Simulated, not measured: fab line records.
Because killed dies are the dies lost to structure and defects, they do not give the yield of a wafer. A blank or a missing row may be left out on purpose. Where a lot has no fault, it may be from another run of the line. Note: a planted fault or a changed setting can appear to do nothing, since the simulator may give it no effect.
The tool behind it: which one? | flow berkeley-cmos170 | 15 lots with 45 wafers sampled at 3 steps, on a route of 331 steps

## WHAT THE GAUGES READ, wafer by wafer
UCB170_GATE_THK_MEAS_05. Usual: GATE_POLY_THK typically reads 215.0 nm, with standard deviation 2.1.
lot  | measured     | on            | GATE_POLY_THK (nm) | flag
L402 | day 7 16:52  | film-metro-03 | 215.0 214.6 213.1  |
L404 | day 7 16:55  | film-metro-04 | 216.8 216.6 217.1  |
L403 | day 7 16:52  | film-metro-04 | 214.0 216.5 215.0  |
L406 | day 8 12:19  | film-metro-02 | 215.6 216.2 216.7  |
L410 | day 9 06:13  | film-metro-02 | 217.4 217.3 217.1  |
L411 | day 9 17:01  | film-metro-03 | 217.1 215.9 215.7  |
L415 | day 10 03:36 | film-metro-04 | 218.0 218.2 219.2  |
L413 | day 10 03:37 | film-metro-02 | 216.1 215.3 215.9  |
L416 | day 10 22:47 | film-metro-02 | 214.3 212.9 212.9  |
L418 | day 11 05:35 | film-metro-04 | 215.9 217.4 219.7  |
L419 | day 11 15:02 | film-metro-02 | 215.5 215.7 215.6  |
L420 | day 11 15:02 | film-metro-04 | 214.1 213.1 212.7  |
L423 | day 12 02:44 | film-metro-02 | 216.5 216.6 216.4  |
L421 | day 12 02:44 | film-metro-04 | 216.1 214.9 216.7  |
L424 | day 12 11:51 | film-metro-04 | 213.9 215.2 214.2  |

UCB170_NLDD_CD_MEAS_06 targets a cd of 1200 nm. Usual: 1200.3 nm for cd-nm, sd 1.2.
lot  | measured     | on        | cd-nm (nm)           | flag
L402 | day 7 23:40  | cd-sem-02 | 1200.6 1200.8 1198.4 |
L404 | day 7 23:30  | cd-sem-01 | 1200.5 1201.7 1201.3 |
L403 | day 7 23:29  | cd-sem-02 | 1199.7 1199.3 1198.4 |
L406 | day 8 17:36  | cd-sem-02 | 1200.5 1199.3 1199.8 |
L410 | day 9 11:49  | cd-sem-02 | 1200.7 1199.8 1199.2 |
L411 | day 9 21:25  | cd-sem-01 | 1201.1 1199.5 1200.9 |
L415 | day 10 09:49 | cd-sem-01 | 1200.2 1199.2 1200.3 |
L413 | day 10 10:25 | cd-sem-02 | 1200.3 1200.5 1199.8 |
L416 | day 11 03:28 | cd-sem-01 | 1198.4 1200.7 1199.8 |
L418 | day 11 15:10 | cd-sem-02 | 1203.6 1203.5 1202.2 |
L419 | day 11 20:01 | cd-sem-01 | 1201.9 1201.6 1200.9 |
L420 | day 11 19:46 | cd-sem-02 | 1199.9 1200.9 1200.5 |
L423 | day 12 08:00 | cd-sem-01 | 1199.9 1201.4 1200.1 |
L421 | day 12 08:17 | cd-sem-02 | 1200.3 1199.5 1198.9 |
L424 | day 12 17:44 | cd-sem-01 | 1201.4 1202.2 1201.0 |

## EACH LOT AND THE TOOL THAT RAN IT (in order: tool; ch and the chambers of the sampled wafers; start)
lot  | UCB170_PVT_STRIP_08
L402 | plasma-asher-03 ch 0,1, day 7 02:44
L404 | plasma-asher-04 ch 0,1, day 7 02:59
L403 | plasma-asher-01 ch 0,1, day 7 03:13
L406 | plasma-asher-03 ch 0,1, day 7 17:58
L410 | plasma-asher-04 ch 0,1, day 8 13:33
L411 | plasma-asher-04 ch 0,1, day 9 02:58
L415 | plasma-asher-03 ch 0,1, day 9 13:05
L413 | plasma-asher-01 ch 0,1, day 9 13:36
L416 | plasma-asher-03 ch 0,1, day 10 08:47
L418 | plasma-asher-01 ch 1, day 10 15:37
L419 | plasma-asher-01 ch 0,1, day 11 02:22
L420 | plasma-asher-03 ch 0,1, day 11 02:35
L423 | plasma-asher-03 ch 0,1, day 11 14:19
L421 | plasma-asher-04 ch 0, day 11 14:31
L424 | plasma-asher-03 ch 0,1, day 11 17:17
- UCB170_PVT_STRIP_08: strips in O2.

## WHAT THE TOOLS THEMSELVES READ (means of the sampled wafers that have a number; where no wafer has one, the mark that the record gives instead)
UCB170_PVT_STRIP_08. Usual: chamber-pressure-mTorr 3500 mTorr, standard deviation 3.1; drypump-motor-current-A 5.7 A, standard deviation 0.47; o2-flow-sccm 400.1 sccm, standard deviation 1.5; oes-product-au 0.734 a.u., standard deviation 0.005; strip-time-to-endpoint-s 21.63 s, standard deviation 0.055.
lot  | tool            | chamber-pressure-mTorr (mTorr) | drypump-motor-current-A (A) | o2-flow-sccm (sccm) | oes-product-au (a.u.) | strip-time-to-endpoint-s (s) | flag
L402 | plasma-asher-03 | 3499                           | 5.6                         | 399.0               | 0.726                 | 21.61                        |
L404 | plasma-asher-04 | 3496                           | 5.8                         | 399.7               | 0.733                 | 21.68                        |
L403 | plasma-asher-01 | 3502                           | 6.2                         | 399.1               | 0.735                 | 21.60                        |
L406 | plasma-asher-03 | 3500                           | 5.6                         | 400.9               | 0.736                 | 21.60                        |
L410 | plasma-asher-04 | 3501                           | 5.6                         | 400.0               | 0.738                 | 21.62                        |
L411 | plasma-asher-04 | 3499                           | 5.8                         | 401.1               | 0.733                 | 21.70                        |
L415 | plasma-asher-03 | 3500                           | 5.6                         | 400.4               | 0.727                 | 21.57                        |
L413 | plasma-asher-01 | 3502                           | 6.3                         | 399.5               | 0.734                 | 21.55                        |
L416 | plasma-asher-03 | 3498                           | 5.5                         | 399.7               | 0.734                 | 21.63                        |
L418 | plasma-asher-01 | 3501                           | 6.5                         | 400.9               | 0.735                 | 21.66                        |
L419 | plasma-asher-01 | 3501                           | 6.0                         | 399.7               | 0.733                 | 21.57                        |
L420 | plasma-asher-03 | 3500                           | 5.3                         | 399.1               | 0.732                 | 21.66                        |
L423 | plasma-asher-03 | 3499                           | 5.3                         | 400.3               | 0.733                 | 21.62                        |
L421 | plasma-asher-04 | 3497                           | 6.1                         | 399.8               | 0.733                 | 21.57                        |
L424 | plasma-asher-03 | 3501                           | 5.6                         | 401.1               | 0.733                 | 21.64                        |

## THE ANSWER, worked out from the rows above alone
Rule: a lot is off if the mean of its wafers that have a number lies more than 3 standard deviations from the usual mean. A lot without any number at a reading at which 4 lots or more have one is off too. The other lots that the step has rows for count as sound. First the gauges in route order, then the tools' own readings, where a lot's mean is used as printed above. The first step at which some lot is off is used, and at that step the reading that is off furthest; a lot without a number counts as furthest.
No lot is off at any reading shown: from this, nothing can be told.

## WHAT THE SIMULATOR HAD INSERTED
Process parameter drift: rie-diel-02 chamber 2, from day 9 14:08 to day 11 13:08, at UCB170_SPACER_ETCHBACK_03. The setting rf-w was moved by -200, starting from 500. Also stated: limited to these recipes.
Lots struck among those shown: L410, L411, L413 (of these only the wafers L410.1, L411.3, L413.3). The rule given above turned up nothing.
